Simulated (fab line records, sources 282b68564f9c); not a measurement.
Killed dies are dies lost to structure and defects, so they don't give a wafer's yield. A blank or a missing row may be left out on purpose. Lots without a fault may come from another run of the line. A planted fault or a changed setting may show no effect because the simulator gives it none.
Which tool did it? | flow rit_cmos | 13 lots, 39 wafers sampled, at 2 steps of a route of 202

WHAT THE GAUGES READ, wafer by wafer
RIT_CONTACT_THK_MEAS_01.
lot  | measured    | on            | CONTACT_TEOS_THK (nm)
L106 | day 3 03:26 | film_metro-04 | 417 421 416
L107 | day 3 07:42 | film_metro-04 | 413 421 420
L108 | day 3 12:20 | film_metro-04 | 411 406 423
L110 | day 3 23:47 | film_metro-01 | 416 426 423
L112 | day 4 08:46 | film_metro-01 | 406 415 422
L114 | day 4 20:11 | film_metro-04 | 419 414 421
L116 | day 5 04:01 | film_metro-01 | 414 539 546
L120 | day 6 01:02 | film_metro-04 | 422 419 424
L123 | day 6 16:25 | film_metro-01 | 413 416 419
L126 | day 7 06:53 | film_metro-04 | 411 413 413
L127 | day 7 12:10 | film_metro-03 | 417 415 415
L128 | day 7 16:41 | film_metro-03 | 424 419 424
L129 | day 7 21:00 | film_metro-04 | 409 418 417

WHICH TOOL RAN EACH LOT (tool, then ch and the chambers of the sampled wafers, then the start)
lot  | RIT_CONTACT_CVD_00
L106 | pecvd-02 ch 0,1,2, day 3 03:22
L107 | pecvd-01 ch 0,2, day 3 07:38
L108 | pecvd-04 ch 1,2, day 3 12:16
L110 | pecvd-01 ch 0,2, day 3 23:44
L112 | pecvd-02 ch 0,1,2, day 4 08:41
L114 | pecvd-04 ch 0,1, day 4 20:08
L116 | pecvd-01 ch 0,1, day 5 03:57
L120 | pecvd-04 ch 1,2, day 6 00:59
L123 | pecvd-04 ch 0,1,2, day 6 16:22
L126 | pecvd-04 ch 0,2, day 7 06:50
L127 | pecvd-02 ch 0,1,2, day 7 12:07
L128 | pecvd-01 ch 0,1,2, day 7 16:37
L129 | pecvd-04 ch 0,1,2, day 7 20:56
- RIT_CONTACT_CVD_00: deposits SiO2 from TEOS, target thk 400 nm, time 63.28 s.

WHAT THE TOOLS THEMSELVES READ (means of the sampled wafers that have a number; where no wafer has one, the mark that the record gives instead)
RIT_CONTACT_CVD_00.
lot  | tool     | heater_power_w (W)
L106 | pecvd-02 | 307
L107 | pecvd-01 | 311
L108 | pecvd-04 | 326
L110 | pecvd-01 | 269
L112 | pecvd-02 | 307
L114 | pecvd-04 | 345
L116 | pecvd-01 | 284
L120 | pecvd-04 | 372
L123 | pecvd-04 | 358
L126 | pecvd-04 | 403
L127 | pecvd-02 | 291
L128 | pecvd-01 | 308
L129 | pecvd-04 | 341

THE ANSWER, worked out from the rows above alone
Rule: what is usual is taken from the lots themselves. Put in order of their means at a reading, lots are off if they are a third of the lots or fewer, leave a main group of 4 or more, and stand apart from it by a gap of 3 or more times the standard deviation of the main group's means; of several such gaps the widest counts. A main group whose means are all the same, to the digits that the tables above print for the reading, isn't used. A lot without any number at a reading at which 4 lots or more have one is off too. The other lots that the step has rows for count as sound. The gauges are gone through in route order, then the tools' own readings, and for those a lot's mean is taken as printed above. The first step at which some lot is off is used, and at that step the reading that is off furthest; a lot without a number counts as furthest.
Off: L116, at RIT_CONTACT_THK_MEAS_01 (CONTACT_TEOS_THK). The main group: mean 417 nm, standard deviation 3.2.
A tool fits if, at a process step before that reading, it ran every lot that is off, and no sound lot after the first of them. The gauges at RIT_CONTACT_THK_MEAS_01 are tried like those tools. None of those tried fits.

WHAT THE SIMULATOR HAD PUT IN
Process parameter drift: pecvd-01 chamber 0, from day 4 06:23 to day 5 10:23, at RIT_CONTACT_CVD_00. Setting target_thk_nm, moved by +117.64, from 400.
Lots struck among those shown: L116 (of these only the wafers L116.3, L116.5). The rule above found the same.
